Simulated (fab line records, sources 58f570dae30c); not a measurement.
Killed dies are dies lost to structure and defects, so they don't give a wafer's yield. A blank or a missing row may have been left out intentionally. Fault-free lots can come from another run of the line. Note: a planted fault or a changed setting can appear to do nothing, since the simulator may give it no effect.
Problem report in the 8D (eight disciplines) form, filled by code -- flow berkeley_cmos170 -- the parts of the form that need people (team, actions taken, sign-off) are left out

## 1. THE PROBLEM
Wafers free of any fault read 1998 nm (standard deviation 25) for V2_TEOS_THK at UCB170_V2_THK_MEAS_01, against a mean of 1544 nm on 3 wafers of 2 lots. That puts it -18 standard deviations away from the usual mean.
The first sign was on wafer L240.2 at day 9 13:47, on film_metro-04. The record has a number at this step for 42 wafers belonging to 14 lots. Rule for "out" (also "out of limits"): further than 4 standard deviations from the usual mean. All remaining wafers that have a number are taken as sound.

## 2. WHAT IT IS, WHAT IT ISN'T
question,is,is not
which readings at this step,V2_TEOS_THK,-
which lots,"L240, L242","L231, L232, L233, L234, L237, L238, L245, L246, L248, L251, L252, L253"
which wafers of those lots,"L240.2, L240.6, L242.6","L240.1, L242.3, L242.4"
read on which gauges,"film_metro-03, film_metro-04",film_metro-02
when,from day 9 13:47,"up to then (19 sound wafers); but 20 sound wafers of L242, L245, L246, L248, L251, L252, L253 came after"

## 3. SUSPECTS, AND WHAT RULES EACH OUT
Counting: any tool at a process step up to the reading remains a suspect provided it ran every lot that is out. Sound lots after the first of them don't rule it out here, since some wafers of a struck lot are sound.
- ruled out: the gauge at UCB170_V2_THK_MEAS_01. 2 gauges (film_metro-03, film_metro-04) read the wafers that are out.
- plasma_asher-04 at UCB170_M2_STRIP_07 (strips in O2): kept. It ran every lot that is out, first L240 (day 9 11:46); its last sound lot up to then is L238 (day 8 19:46).
- pecvd-03 at UCB170_V2_CVD_00 (deposits SiO2 from TEOS/O2, target thk 2000 nm, time 250 s): kept. It ran every lot that is out, first L240 (day 9 13:37); its last sound lot up to then is L233 (day 8 20:59).
- In pecvd-03 at UCB170_V2_CVD_00, the wafers that are out were processed in chamber 1 and their sound lot-mates in chambers 0, 2.
After counting, plasma_asher-04 at UCB170_M2_STRIP_07 and pecvd-03 at UCB170_V2_CVD_00 remain.

## 4. THE CAUSE (what the simulator had put in)
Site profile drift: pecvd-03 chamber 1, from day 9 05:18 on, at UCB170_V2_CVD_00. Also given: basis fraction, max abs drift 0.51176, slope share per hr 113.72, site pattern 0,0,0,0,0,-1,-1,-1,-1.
Counting leaves 2 suspects; this tool is one of them.

## 5. SEQUENCE OF EFFECTS, ordered by route
Each row: a reading whose mean over the struck wafers that have a number lies more than 3 standard deviations from the usual. Readings are gone through only where the record gives a usual standard deviation; hours: the median, over the lots, of the time from a lot's start at the first step in this table giving one to that lot's start at this step; sigmas: the change measured in usual standard deviations.
hours,step,reading,usual,on struck wafers,change,sigmas
0,UCB170_V2_THK_MEAS_01,V2_TEOS_THK,1998 nm,1544,-454,-18
0,UCB170_V2_THK_MEAS_04,V2_POLISHED_THK,1000.5 nm,565.3,-435.2,-99 or more
2,UCB170_V2_ETCH_14,oes_product_au,0.871 a.u.,0.684,-0.187,-14
Process steps it contains:
- UCB170_V2_ETCH_14: etches SiO2 in CHF3/CF4/Ar, stops on Al, target depth 1250 nm, time 291 s.

## 6. WHAT WOULD HAVE CAUGHT IT SOONER
The first out-of-limits reading at a measuring or inspecting step in this record came at day 9 13:47, 8 hours after the fault's start at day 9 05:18.
Of the tool readings at UCB170_V2_CVD_00 for which the record gives a usual standard deviation, none was out on any struck wafer, so an alarm limit of 4 standard deviations on them would not have fired.
Lots out: 2; of these, L242 started UCB170_V2_CVD_00 on pecvd-03 after day 9 13:47. Had the tool been put on hold then, it would have been spared.
